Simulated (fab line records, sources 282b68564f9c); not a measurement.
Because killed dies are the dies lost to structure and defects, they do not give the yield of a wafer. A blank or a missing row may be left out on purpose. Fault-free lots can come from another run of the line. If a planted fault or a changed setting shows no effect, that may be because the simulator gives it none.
fab line records    flow rit_cmos    part 2 of 2: steps 43 to 44 of 44
[record] lots = 7  wafers = 21  last_day = 7
route steps=202 shown PLDD@118 SPACER@125 NSD@131 PSD@142 SDANNEAL@153 SILICIDE@161 M1@202
lots untouched by any fault: they come from a run of this same line in which no faults occurred
start_h: hours from the record's opening day to when the first of the lot's shown wafers began    wait_h: hours since the lot's step before    " unchanged from the row above    L1.1+2: several wafers, shown together as one row    - no value, or no start was given    * or withheld: withheld    < > ~ a bound
route shown NAME@n: a module of which the file shows steps, and the number in the route of the first    usual: mean/standard deviation taken from wafers without a fault    same: alike in all rows    chamber/n: place in a boat    sites: readings site by site    _std_site: standard deviation of those values    _edge_site: outer sites' mean less inner sites'    radius_mm: how far each site lies from the wafer's centre    mask NAME#n: copy n    behind: the tool/chamber that last shaped the wafer    hold: what put the lot on hold/how long, in hours/how the hold closed    device: which transistor (n, p or np) failed to switch    end of line: tests of these same wafers at the route's end    step lacking rows: just its recipe    killed: not the wafer's yield, but the dies lost to structure and defects at the first sort    map: dies across one wafer; x = killed, . = not, _ = none there
set.NAME: the setting as run; set.NAME@STEP: as run at that earlier step    model.NAME: the simulator's own value behind a step, which no gauge read
lots seen at some steps along the route; tables by step, rows by wafer
services: when a tool's chamber went out of use (start_h, in hours from the record's first day, below 0 if earlier), for how many hours, and the reason
[[steps]]
[step RIT_SILICIDE_WET_ETCH_00]
[recipe] chemistry = BOE  target = SiO2  target_depth_nm = 14  time_s = 15  dry = n2_spin  dilution = 10:1  temp_c = 21.5
lot.wafer  tool          chamber  start_h  wait_h  model.Si3N4_of_SPACER_CVD_03.thk_nm
L663.3     wet_bench-04  0        65.58    0.1     198.4
L663.5+6   "             0        "        "       197
L664.4     wet_bench-01  2        70.67    0.0     192.1
L664.5     "             2        "        "       190.7
L664.6     "             2        "        "       193.2
L669.1     wet_bench-01  1        97.14    0.1     192.2
L669.2     "             1        "        "       187.8
L669.4     "             1        "        "       193.1
L671.3     wet_bench-02  1        102.67   0.1     192.6
L671.5     "             1        "        "       192.3
L671.6     "             1        "        "       193.2
L672.3     wet_bench-02  1        106.80   0.1     190.2
L672.4     "             1        "        "       192.3
L672.6     "             1        "        "       191.3
L674.1     wet_bench-02  3        115.72   0.1     192.6
L674.2     "             3        "        "       190.8
L674.6     "             3        "        "       191.6
L683.2     wet_bench-01  0        161.59   0.1     193.1
L683.3     "             0        "        "       191.4
L683.4     "             0        "        "       192.7
[step RIT_M1_PROBE_99]
[usual] killed_at_front_end = 7/3.1  killed_dies = 7/3.1  killed_open = 3.3/2  killed_short = 3.5/1.9
[same] gross_dies = 264  killed_at_M0_to_M3 = 0  killed_at_M4_up = 0  killed_at_back_side = 0  killed_at_contacts = 0  killed_at_other = 0
lot.wafer  tool       chamber  start_h  wait_h  killed_at_front_end  killed_dies  killed_open  killed_short  model.etest.pmos_0p15.r_on_ohm_um  model.etest.nmos_0p15.r_on_ohm_um  model.etest.nmos_0p3.r_on_ohm_um  model.etest.nplus_sal.width_nm  model.etest.pplus_sal.width_nm  model.etest.pwell_pinched.rs_ohm_sq  model.etest.nwell_pinched.rs_ohm_sq  model.etest.ppoly_line.rs_ohm_sq
L663.3     prober-01  -        72.49    0.2     3                    3            2            1             2547                               1075                               2094                              3432                            3440                            452.8                                337.7                                16.51
L663.5     prober-01  -        72.59    0.2     3                    3            2            1             2666                               1112                               2119                              3430                            3434                            445.5                                337.6                                16.31
L663.6     prober-01  -        72.64    0.2     12                   12           8            4             2628                               1111                               2074                              3443                            3467                            451.6                                336.7                                16.27
L664.4     prober-02  -        77.59    0.2     8                    8            1            7             2825                               1126                               2190                              3456                            3451                            467.2                                338.1                                16.63
L664.5     prober-02  -        77.64    0.2     13                   13           3            10            2755                               1138                               2161                              3456                            3452                            464.9                                341.5                                16.53
L664.6     prober-02  -        77.69    0.2     3                    3            2            1             2594                               1068                               2124                              3451                            3441                            459.8                                339.9                                16.7
L669.1     prober-01  -        104.20   0.1     15                   15           9            6             2745                               1104                               2144                              3441                            3428                            464.9                                339.8                                16.33
L669.2     prober-01  -        104.25   0.1     5                    5            3            2             2888                               1217                               2231                              3466                            3470                            478.8                                354.4                                16.39
L669.4     prober-01  -        104.35   0.2     7                    7            3            4             2772                               1138                               2173                              3448                            3435                            464                                  345                                  16.28
L671.3     prober-01  -        109.54   0.2     7                    7            4            3             2600                               1123                               2137                              3449                            3432                            458.3                                339.9                                16.43
L671.5     prober-01  -        109.64   0.2     9                    9            5            4             2619                               1137                               2154                              3448                            3469                            463.5                                339.6                                16.52
L671.6     prober-01  -        109.69   0.2     6                    6            3            3             2554                               1103                               2112                              3452                            3457                            456.4                                338.4                                16.39
L672.3     prober-02  -        113.81   0.2     6                    6            2            4             2891                               1195                               2187                              3462                            3452                            461.9                                353.9                                16.8
L672.4     prober-02  -        113.86   0.2     5                    5            2            3             2766                               1088                               2110                              3443                            3449                            449.9                                340.3                                16.44
L672.6     prober-02  -        113.96   0.2     3                    3            1            2             2791                               1090                               2124                              3451                            3438                            455.1                                341.9                                16.56
L674.1     prober-02  -        122.75   0.1     10                   10           6            4             2832                               1143                               2170                              3453                            3476                            469.9                                341.5                                16.51
L674.2     prober-02  -        122.80   0.1     6                    6            4            2             2886                               1235                               2203                              3495                            3479                            475.9                                354.2                                16.54
L674.6     prober-02  -        123.00   0.2     7                    7            3            4             2742                               1125                               2109                              3485                            3482                            464.3                                337.6                                16.51
L683.2     prober-01  -        169.24   0.1     9                    9            7            2             2644                               1075                               2085                              3475                            3491                            455.7                                332.6                                16.54
L683.3     prober-01  -        169.29   0.2     8                    8            3            5             2598                               1060                               2103                              3462                            3478                            454.4                                336.5                                16.55
L683.4     prober-01  -        169.34   0.2     4                    4            1            3             2576                               1047                               2069                              3477                            3497                            458.1                                332.1                                16.42
// killed by level:class
L663.3 FOX1:geometric_particle:open=1 FOX2:geometric_particle:short=1 GATE:geometric_particle:open=1
L663.5 FOX1:geometric_particle:open=1 FOX1:geometric_particle:short=1 REOX:geometric_particle:open=1
L663.6 FOX1:geometric_particle:open=3 GATE:geometric_particle:open=2 GATE:geometric_particle:short=2 FOX2:geometric_particle:open=1 FOX2:geometric_particle:short=1 REOX:geometric_particle:open=1 SILICIDE:geometric_particle:short=1 SILICIDE:geometric_particle:open=1
L664.4 GATE:geometric_particle:short=3 FOX1:geometric_particle:short=1 FOX1:geometric_particle:open=1 FOX2:geometric_particle:short=1 REOX:geometric_particle:short=1 SPACER:geometric_particle:short=1
L664.5 GATE:geometric_particle:short=4 GATE:geometric_particle:open=2 SPACER:geometric_particle:short=2 ACTIVE:geometric_particle:short=1 FOX2:geometric_particle:short=1 REOX:geometric_particle:short=1 SILICIDE:geometric_particle:open=1 SILICIDE:geometric_particle:short=1
L664.6 GATE:geometric_particle:short=1 GATE:geometric_particle:open=1 SPACER:geometric_particle:open=1
L669.1 GATE:geometric_particle:open=4 FOX1:geometric_particle:short=3 FOX1:geometric_particle:open=2 REOX:geometric_particle:open=2 SPACER:geometric_particle:short=2 FOX2:geometric_particle:open=1 REOX:geometric_particle:short=1
L669.2 FOX1:geometric_particle:open=1 GATE:geometric_particle:open=1 GATE:geometric_particle:short=1 REOX:geometric_particle:short=1 SPACER:geometric_particle:open=1
L669.4 FOX2:geometric_particle:short=2 GATE:geometric_particle:open=2 FOX1:geometric_particle:short=1 REOX:geometric_particle:short=1 SPACER:geometric_particle:open=1
L671.3 REOX:geometric_particle:open=2 SILICIDE:geometric_particle:short=2 FOX2:geometric_particle:short=1 GATE:geometric_particle:open=1 SILICIDE:geometric_particle:open=1
L671.5 REOX:geometric_particle:open=2 REOX:geometric_particle:short=2 FOX1:geometric_particle:open=1 GATE:geometric_particle:short=1 GATE:geometric_particle:open=1 SILICIDE:geometric_particle:open=1 SILICIDE:geometric_particle:short=1
L671.6 SPACER:geometric_particle:open=2 FOX1:geometric_particle:short=1 GATE:geometric_particle:open=1 REOX:geometric_particle:short=1 SILICIDE:geometric_particle:short=1
L672.3 GATE:geometric_particle:short=3 FOX1:geometric_particle:short=1 FOX2:geometric_particle:open=1 GATE:geometric_particle:open=1
L672.4 GATE:geometric_particle:short=3 GATE:geometric_particle:open=2
L672.6 FOX1:geometric_particle:short=1 FOX2:geometric_particle:short=1 GATE:geometric_particle:open=1
L674.1 SILICIDE:geometric_particle:open=2 FOX1:geometric_particle:open=1 FOX1:geometric_particle:short=1 GATE:geometric_particle:open=1 REOX:geometric_particle:short=1 REOX:geometric_particle:open=1 SPACER:geometric_particle:open=1 SPACER:geometric_particle:short=1
L674.2 GATE:geometric_particle:open=2 FOX1:geometric_particle:open=1 REOX:geometric_particle:short=1 REOX:geometric_particle:open=1 SPACER:geometric_particle:short=1
L674.6 GATE:geometric_particle:open=3 GATE:geometric_particle:short=2 SPACER:geometric_particle:short=1 SILICIDE:geometric_particle:short=1
L683.2 FOX1:geometric_particle:open=2 REOX:geometric_particle:open=2 FOX2:geometric_particle:open=1 GATE:geometric_particle:open=1 SPACER:geometric_particle:short=1 SILICIDE:geometric_particle:short=1 SILICIDE:geometric_particle:open=1
L683.3 SILICIDE:geometric_particle:short=2 FOX1:geometric_particle:open=1 FOX2:geometric_particle:short=1 GATE:geometric_particle:short=1 GATE:geometric_particle:open=1 SPACER:geometric_particle:open=1 SPACER:geometric_particle:short=1
L683.4 FOX2:geometric_particle:open=1 GATE:geometric_particle:short=1 REOX:geometric_particle:short=1 SPACER:geometric_particle:short=1
[[services]]
tool             chamber  start_h  hours  kind
plasma_asher-01  -        39.76    1.2    repair
rie_diel-01      0        56.66    6.4    repair
rie_diel-04      3        57.05    10.8   repair
plasma_asher-04  -        62.61    0.7    repair
rie_diel-01      1        72.72    9.4    repair
rie_diel-01      3        79.12    24.8   repair
plasma_asher-04  -        91.79    1.4    repair
plasma_asher-04  -        99.32    2.8    repair
plasma_asher-04  -        108.75   9.0    pm
plasma_asher-04  0        108.75   9.0    vent_cycle
plasma_asher-04  1        108.75   9.0    vent_cycle
rie_diel-01      3        109.01   5.2    repair
rie_diel-01      0        109.79   5.3    repair
plasma_asher-04  0        117.75   -      clean
plasma_asher-04  1        117.75   -      clean
rie_diel-01      1        131.37   7.8    repair
plasma_asher-03  -        141.43   21.0   repair
rie_diel-04      1        156.96   3.3    repair
rie_diel-03      0        160.22   8.5    repair
[[key]]
[first_sign] step = RIT_SPACER_ETCHBACK_05  reading = rf_fwd_power_W  direction = up  sigmas = 54  usual = 249.3  struck = 288.9
effect none on later readings
[model_effect] step = RIT_SPACER_ETCHBACK_05  value = poly-Si_of_GATE_CVD_08.thk_nm  without = 166.7  struck = 161.7
[model_effect] step = RIT_SDANNEAL_CLEAN_02  value = poly-Si_of_GATE_CVD_08.thk_nm  without = 162.3  struck = 157.3
[model_effect] step = RIT_SILICIDE_WET_ETCH_00  value = Si3N4_of_SPACER_CVD_03.thk_nm  without = 193.7  struck = 189.6
[model_effect] step = RIT_M1_PROBE_99  value = etest.pmos_0p15.r_on_ohm_um  without = 2765  struck = 2888
met_at RIT_SPACER_ETCHBACK_05
struck_wafers L669.2,L672.3,L674.2
tester_left_out L669,L672,L674
[fault] kind = process_parameter_drift  tool = rie_diel-04  chamber = 3  onset_h = 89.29  steps = RIT_SPACER_ETCHBACK_05  channel = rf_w  offset = 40  shape = step  end_h = 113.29  acts_in = these_recipes_only  stated = 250
// tester_left_out: of these lots the tester's yield and bins aren't shown, on N5 and GAA mostly nor the transistor test; their killed dies are dies lost to structure and defects alone, not to doping, threshold or leakage, so they don't give the yield
